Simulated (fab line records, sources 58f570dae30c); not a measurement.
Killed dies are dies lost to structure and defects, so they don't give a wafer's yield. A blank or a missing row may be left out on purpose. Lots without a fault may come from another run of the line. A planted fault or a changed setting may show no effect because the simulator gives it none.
Tool commonality check | flow berkeley_cmos170 | 14 lots, 48 wafers sampled

WHY IT WAS OPENED
At UCB170_GATE_THK_MEAS_05 the reading GATE_POLY_THK is flagged on 2 of 14 lots. Wafers without a fault read 213.7 nm, standard deviation 2.7.
Rule: a lot is flagged when every wafer of it that has a number lies more than 4 standard deviations from that mean, or none has a number. The other lots count as sound.

lot  | measured     | on            | GATE_POLY_THK (nm), wafer by wafer  | flag
L479 | day 6 00:48  | film_metro-01 | 215.6 215.6 213.7                   |
L481 | day 6 00:49  | film_metro-04 | 209.9 210.4 209.5                   |
L486 | day 7 05:30  | film_metro-04 | 117.2 114.6 117.7 117.2 114.7 117.7 | FLAGGED
L487 | day 7 05:30  | film_metro-02 | 112.9 113.3 113.6 113.0 113.3 113.5 | FLAGGED
L489 | day 7 15:15  | film_metro-04 | 215.2 214.3 214.6                   |
L491 | day 8 00:13  | film_metro-04 | 211.6 210.7 213.6                   |
L495 | day 9 11:19  | film_metro-01 | 206.7 205.9 208.4                   |
L497 | day 9 11:20  | film_metro-04 | 209.9 208.1 208.9                   |
L496 | day 9 11:20  | film_metro-02 | 210.3 210.9 210.4                   |
L499 | day 10 02:53 | film_metro-04 | 212.6 212.6 214.3                   |
L498 | day 10 02:53 | film_metro-02 | 215.5 214.9 214.9                   |
L500 | day 10 06:58 | film_metro-01 | 216.9 216.1 216.3                   |
L501 | day 10 18:25 | film_metro-01 | 210.1 212.7 213.8                   |
L502 | day 10 18:25 | film_metro-02 | 215.0 215.9 214.3                   |
The numbers of the flagged lots are 114.9 nm on average: -98.8 nm against the usual, or -37 standard deviations.

WHICH TOOL RAN EACH LOT
The record holds 1 process step before the reading, out of a route of 331 steps. In each cell: the tool, then ch and the chambers that the sampled wafers went through, then the start.
lot  | flag    | UCB170_GATE_CVD_04
L479 |         | lpcvd-02 ch 1, day 5 23:23
L481 |         | lpcvd-02 ch 1, day 5 23:23
L486 | FLAGGED | lpcvd-01 ch 0, day 7 04:05
L487 | FLAGGED | lpcvd-01 ch 1, day 7 04:05
L489 |         | lpcvd-02 ch 0, day 7 13:50
L491 |         | lpcvd-02 ch 1, day 7 22:05
L495 |         | lpcvd-02 ch 1, day 9 09:55
L497 |         | lpcvd-02 ch 1, day 9 09:55
L496 |         | lpcvd-02 ch 1, day 9 09:55
L499 |         | lpcvd-02 ch 1, day 10 01:28
L498 |         | lpcvd-02 ch 1, day 10 01:28
L500 |         | lpcvd-01 ch 1, day 10 05:34
L501 |         | lpcvd-01 ch 0, day 10 17:01
L502 |         | lpcvd-01 ch 1, day 10 17:01
What these steps do:
- UCB170_GATE_CVD_04: deposits poly-Si from SiH4, time 1440 s, target thk 214 nm.
- UCB170_GATE_THK_MEAS_05

FLAGGED OVER TOTAL, TOOL BY TOOL (the gauges that took the reading come last)
step                    | tool          | lots run | flagged | share of the flagged lots | sound lots run after its first flagged lot
UCB170_GATE_CVD_04      | lpcvd-01      | 5        | 2       | all                       | 3 (L500,L501,L502)
UCB170_GATE_CVD_04      | lpcvd-02      | 9        | 0       | none                      | -
UCB170_GATE_THK_MEAS_05 | film_metro-01 | 4        | 0       | none                      | -
UCB170_GATE_THK_MEAS_05 | film_metro-02 | 4        | 1       | some                      | 3 (L496,L498,L502)
UCB170_GATE_THK_MEAS_05 | film_metro-04 | 6        | 1       | some                      | 4 (L489,L491,L497,L499)

WHAT THE TABLE ALLOWS
1 row of the table ran every flagged lot: lpcvd-01 at UCB170_GATE_CVD_04.
- lpcvd-01 at UCB170_GATE_CVD_04: 2 of its 5 lots flagged. Sound lots ran on it after the first flagged one (L500, L501, L502), which a lasting fault on the whole tool wouldn't allow. Its own readings lie more than 4 standard deviations out on every wafer of the flagged lots: spike_tc_centre_C, spike_tc_load_C, spike_tc_source_C, susceptor_temp_C.
No row of the table ran every flagged lot and no sound lot after the first.

WHAT THE SIMULATOR HAD PUT IN
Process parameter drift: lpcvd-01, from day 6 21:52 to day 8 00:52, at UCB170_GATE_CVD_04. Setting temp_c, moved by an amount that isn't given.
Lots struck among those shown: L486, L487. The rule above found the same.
